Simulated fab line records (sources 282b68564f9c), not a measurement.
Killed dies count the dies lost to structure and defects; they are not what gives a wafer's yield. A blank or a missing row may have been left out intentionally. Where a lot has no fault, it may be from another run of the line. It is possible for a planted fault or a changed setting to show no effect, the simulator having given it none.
fab line records ; flow ritCmos
record lots=14; wafers=42; lastDay=7
route steps=202 shown NRETRO@61
lots that met no fault: taken from a fault-free run of the same line
startH: start of the lot's first displayed wafer, in hours after the record's first day ; waitH: how many hours have passed since the lot's step before this one ; " unchanged from the row above ; L1.1+2: one row covering several wafers at once ; - value missing, or start not given ; * or withheld: withheld ; < > ~ a bound
route shown NAME@n: a module of which the file shows steps, and the number in the route of the first ; usual: mean/standard deviation taken from wafers without a fault ; same: alike in all rows ; chamber/n: place in a boat ; sites: per-site readings ; _std_site: how widely they spread, as a standard deviation ; _edge_site: inner sites' mean taken away from outer sites' mean ; radiusMm: how far each site lies from the wafer's centre ; mask NAME#n: copy n ; behind: the tool/chamber that last shaped the wafer ; hold: what put the lot on hold/how long, in hours/how the hold closed ; device: which transistor (n, p or np) failed to switch ; end of line: the same wafers' tests at the end of the route ; where a step has no rows: the recipe by itself ; killed: at the first sort, the dies lost to defects and structure; wafer yield is something else ; map: a wafer's dies, marking killed ones x, the rest . and places with no die _
set.NAME: setting as actually run; set.NAME@STEP: the setting as run at that earlier step ; model.NAME: the simulator's own value behind a step, which no gauge read
steps of the route over a sample of lots; a table a step, a row a wafer
services: a tool's chamber out of use, with start hour (startH, from the record's first day; less than 0 if before it), hours out, and reason
## steps
# step RIT_NRETRO_IMPLANT_08
# recipe species=P; energyKev=70; doseCm2=1e+13; tiltDeg=7
# usual beamEnergyKeV=70.000/0.02; beamOnS=10.02/0.19
lot.wafer;tool;chamber;startH;waitH;beamEnergyKeV;beamOnS
L960.2;implanter-02;0;31.03;0.2;70.011;10.05
L960.4;implanter-02;0;31.03;0.2;70.022;10.26
L960.5;implanter-02;0;31.03;0.2;70.018;10.09
L962.1;implanter-02;0;42.96;0.2;69.982;9.99
L962.2;implanter-02;0;42.96;0.2;69.998;9.92
L962.4;implanter-02;0;42.96;0.2;69.967;10.11
L963.1;implanter-01;0;49.39;0.2;70.037;10.05
L963.5;implanter-01;0;49.39;0.2;69.988;9.87
L963.6;implanter-01;0;49.39;0.2;70.016;10.19
L964.1;implanter-01;0;55.43;0.2;70.005;10.04
L964.5;implanter-01;0;55.43;0.2;70.012;9.93
L964.6;implanter-01;0;55.43;0.2;70.001;10.05
L967.2;implanter-01;0;68.06;0.2;94.516;10.29
L967.5;implanter-01;0;68.06;0.2;94.504;10.04
L967.6;implanter-01;0;68.06;0.2;94.502;10.04
L968.1;implanter-01;0;72.37;0.2;94.494;9.58
L968.4;implanter-01;0;72.37;0.2;94.454;9.67
L968.6;implanter-01;0;72.37;0.2;94.498;9.77
L975.1;implanter-02;0;106.57;0.2;69.988;10.39
L975.2;implanter-02;0;106.57;0.2;70.002;9.99
L975.6;implanter-02;0;106.57;0.2;69.992;9.84
L976.2;implanter-02;0;109.87;0.2;70.023;10.28
L976.3;implanter-02;0;109.87;0.2;69.982;9.68
L976.6;implanter-02;0;109.87;0.2;69.998;10.01
L978.1;implanter-02;0;121.98;0.2;69.956;9.69
L978.3;implanter-02;0;121.98;0.2;70.035;10.22
L978.6;implanter-02;0;121.98;0.2;70.009;10.07
L979.1;implanter-04;0;127.66;0.2;69.990;9.88
L979.4;implanter-04;0;127.66;0.2;69.992;10.08
L979.6;implanter-04;0;127.66;0.2;70.013;10.07
L980.2;implanter-02;0;133.14;0.2;70.005;10.34
L980.4;implanter-02;0;133.14;0.2;70.020;10.09
L980.5;implanter-02;0;133.14;0.2;70.015;10.05
L981.1;implanter-04;0;135.30;0.2;70.021;10.00
L981.2;implanter-04;0;135.30;0.2;70.000;9.73
L981.4;implanter-04;0;135.30;0.2;69.994;9.97
L982.2;implanter-01;0;141.11;0.2;69.958;10.58
L982.4;implanter-01;0;141.11;0.2;69.978;10.03
L982.5;implanter-01;0;141.11;0.2;69.966;10.21
L983.1;implanter-02;0;147.10;0.2;70.006;9.99
L983.4;implanter-02;0;147.10;0.2;70.007;10.00
L983.6;implanter-02;0;147.10;0.2;70.016;9.77
# step RIT_NRETRO_TW_MEAS_10
# usual NRETRO_TW=1051/4.2
lot.wafer;tool;chamber;startH;waitH;hold;NRETRO_TW
L960.2;filmMetro-01;-;31.34;0.1;-;1052
L960.4;filmMetro-01;-;31.34;0.1;-;1057
L960.5;filmMetro-01;-;31.34;0.1;-;1053
L962.1;filmMetro-02;-;43.28;0.1;-;1056
L962.2;filmMetro-02;-;43.28;0.1;-;1057
L962.4;filmMetro-02;-;43.28;0.1;-;1053
L963.1;filmMetro-03;-;49.72;0.1;-;1053
L963.5;filmMetro-03;-;49.72;0.1;-;1052
L963.6;filmMetro-03;-;49.72;0.1;-;1050
L964.1;filmMetro-03;-;55.75;0.1;-;1050
L964.5;filmMetro-03;-;55.75;0.1;-;1045
L964.6;filmMetro-03;-;55.75;0.1;-;1053
L967.2;filmMetro-02;-;68.37;0.1;awaitDispo/0.2h/release;1129
L967.5;filmMetro-02;-;68.37;0.1;awaitDispo/0.2h/release;1130
L967.6;filmMetro-02;-;68.37;0.1;awaitDispo/0.2h/release;1136
L967.2;filmMetro-02;-;68.59;0.2;-;1128
L967.5;filmMetro-02;-;68.59;0.2;-;1130
L967.6;filmMetro-02;-;68.59;0.2;-;1135
L968.1;filmMetro-03;-;72.70;0.1;awaitDispo/0.2h/release;1128
L968.4;filmMetro-03;-;72.70;0.1;awaitDispo/0.2h/release;1127
L968.6;filmMetro-03;-;72.70;0.1;awaitDispo/0.2h/release;1133
L968.1;filmMetro-03;-;72.92;0.2;-;1127
L968.4;filmMetro-03;-;72.92;0.2;-;1129
L968.6;filmMetro-03;-;72.92;0.2;-;1127
L975.1;filmMetro-02;-;106.89;0.1;-;1054
L975.2;filmMetro-02;-;106.89;0.1;-;1047
L975.6;filmMetro-02;-;106.89;0.1;-;1055
L976.2;filmMetro-02;-;110.18;0.1;-;1055
L976.3;filmMetro-02;-;110.18;0.1;-;1051
L976.6;filmMetro-02;-;110.18;0.1;-;1052
L978.1;filmMetro-01;-;122.31;0.1;-;1054
L978.3;filmMetro-01;-;122.31;0.1;-;1049
L978.6;filmMetro-01;-;122.31;0.1;-;1056
L979.1;filmMetro-03;-;127.98;0.1;-;1049
L979.4;filmMetro-03;-;127.98;0.1;-;1053
L979.6;filmMetro-03;-;127.98;0.1;-;1046
L980.2;filmMetro-02;-;133.45;0.1;-;1048
L980.4;filmMetro-02;-;133.45;0.1;-;1049
L980.5;filmMetro-02;-;133.45;0.1;-;1046
L981.1;filmMetro-01;-;135.62;0.1;-;1051
L981.2;filmMetro-01;-;135.62;0.1;-;1051
L981.4;filmMetro-01;-;135.62;0.1;-;1054
L982.2;filmMetro-02;-;141.42;0.1;-;1044
L982.4;filmMetro-02;-;141.42;0.1;-;1045
L982.5;filmMetro-02;-;141.42;0.1;-;1051
L983.1;filmMetro-01;-;147.42;0.1;-;1052
L983.4;filmMetro-01;-;147.42;0.1;-;1047
L983.6;filmMetro-01;-;147.42;0.1;-;1049
## services
tool;chamber;startH;hours;kind
implanter-01;-;12.98;2.7;pm
implanter-02;-;64.13;5.5;pm
implanter-01;-;134.04;2.3;repair
## key
firstSign step=RIT_NRETRO_IMPLANT_08; reading=beamEnergyKeV; direction=up; sigmas=99+; usual=70.000; struck=94.495
effect step=RIT_NRETRO_TW_MEAS_10; reading=visit; direction=added
effect step=RIT_NRETRO_TW_MEAS_10; reading=NRETRO_TW; direction=up; sigmas=19; usual=1051; struck=1131
metAt RIT_NRETRO_IMPLANT_08
struckLots L967,L968
testerLeftOut L967,L968
onsetBetween 55.43 68.06
fault kind=processParameterDrift; tool=implanter-01; chamber=-; onsetH=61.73; steps=RIT_NRETRO_IMPLANT_08; channel=energyKev; offset=24.5; shape=step; endH=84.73; actsIn=theseRecipesOnly; stated=70
# testerLeftOut: of these lots the tester's yield and bins aren't shown, on N5 and GAA mostly nor the transistor test; their killed dies are dies lost to structure and defects alone, not to doping, threshold or leakage, so they don't give the yield
